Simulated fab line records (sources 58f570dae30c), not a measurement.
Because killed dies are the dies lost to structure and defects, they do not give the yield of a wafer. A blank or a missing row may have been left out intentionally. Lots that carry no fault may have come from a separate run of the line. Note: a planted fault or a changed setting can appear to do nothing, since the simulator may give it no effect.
A lot that was struck, set against a sound lot + flow berkeley-cmos170 + 18 steps out of a route of 331
Sound: wafers L979.3, L979.5, L979.6. Wafers struck: L993.1, L993.3, L993.5. Last of all comes the cause.
Per side, at each step with rows, come the tool, then ch with its chambers, and then its first start. Under that, the readings that differ: sound wafers + struck wafers + difference of the means + sigmas: that difference in standard deviations of wafers without a fault.
alike: readings whose means differ by less than 2 such deviations, and words and numbers that are the same on both sides. not compared: withheld readings, readings that some wafer has no value for, bounds like >300 that may hide the same value, and numbers for which the record gives no deviation and whose values overlap.
A row with sigmas, a row that says differs or no value, or rows on one side alone: a step with any of these is where the two part. When numbers do not overlap yet have no deviation, they are printed without sigmas and do not part them. A reading that every wafer of one side lacks parts them only if that side has two wafers or more.

first, 1 step without rows for these wafers: UCB170_FIELD_WET_ETCH_06 (etches SiO2 in BOE, time 22 s).
UCB170_FIELD_THK_MEAS_90:
  sound on film-metro-03, day 5 16:22; struck on film-metro-03, day 8 15:35
| reading                     | sound       | struck      | difference | sigmas |
|-----------------------------|-------------|-------------|------------|--------|
| FIELD_OXIDE_LEFT_1_THK (nm) | 453 449 439 | 417 422 425 | -26        | -2     |
then, 2 steps without rows for these wafers: UCB170_SACOX_CLEAN_00 (cleans in dHF, time 7.5 s); UCB170_SACOX_OXIDATION_01 (target thk 14.4 nm, ox time 2400 s).
UCB170_SACOX_THK_MEAS_02:
  sound on film-metro-02, day 5 23:26; struck on film-metro-04, day 8 20:11
  alike: SACOX_OXIDE_THK
then, 2 steps without rows for these wafers: UCB170_SCREENOX_WET_ETCH_00 (etches SiO2 in dHF, time 200 s); UCB170_SCREENOX_OXIDATION_01 (target thk 14.4 nm, ox time 2400 s).
UCB170_SCREENOX_THK_MEAS_02:
  sound on film-metro-01, day 6 03:27; struck on film-metro-02, day 9 00:41
| reading                 | sound             | struck            | difference | sigmas |
|-------------------------|-------------------|-------------------|------------|--------|
| SCREENOX_OXIDE_THK (nm) | 13.63 13.75 13.92 | 14.22 14.29 14.36 | +0.52      | +2     |
then, 4 steps without rows for these wafers: UCB170_SCREENOX_ANNEAL_03 (time 900 s); UCB170_NVT_HMDS_00 (prime time 60 s); UCB170_NVT_COAT_01 (resist thk 900 nm); UCB170_NVT_SOFTBAKE_02 (time 60 s).
UCB170_NVT_EXPOSE_03: exposes mask PWELL, target cd 3000 nm.
  sound on krf-scanner-02 ch 0, day 6 07:29; struck on krf-scanner-01 ch 0, day 9 05:57
| reading                     | sound             | struck            | difference | sigmas |
|-----------------------------|-------------------|-------------------|------------|--------|
| model.NVT.overlay-x-nm (nm) | 3.254 3.254 3.254 | 290.6 290.6 290.6 | +287.3     |        |
  alike: mask
then, 2 steps without rows for these wafers: UCB170_NVT_PEB_04; UCB170_NVT_DEVELOP_05 (develop time 45 s).
UCB170_NVT_OVL_MEAS_06:
  sound on overlay-01, day 6 07:51; struck on overlay-01, day 9 06:20
| reading      | sound   | struck      | difference | sigmas |
|--------------|---------|-------------|------------|--------|
| NVT_OVL (nm) | -1 6 -6 | 298 289 291 | +293       | +56    |
next, for these wafers, 1 step has no rows: UCB170_NVT_IMPLANT_07.
-- the record jumps here: 3 days lie between the struck wafers' starts before and after (it left off in module NVT and takes up again in module M3, whose first step shown is number 331 of the route) --
UCB170_M3_PROBE_99:
  rows exist in the record for the struck wafers here (prober-01, day 11 19:05), but not for the sound ones

WHERE THEY PART
Last at UCB170_M3_PROBE_99 as far as this record goes, first at UCB170_FIELD_THK_MEAS_90.

WHY: the cause the simulator had injected
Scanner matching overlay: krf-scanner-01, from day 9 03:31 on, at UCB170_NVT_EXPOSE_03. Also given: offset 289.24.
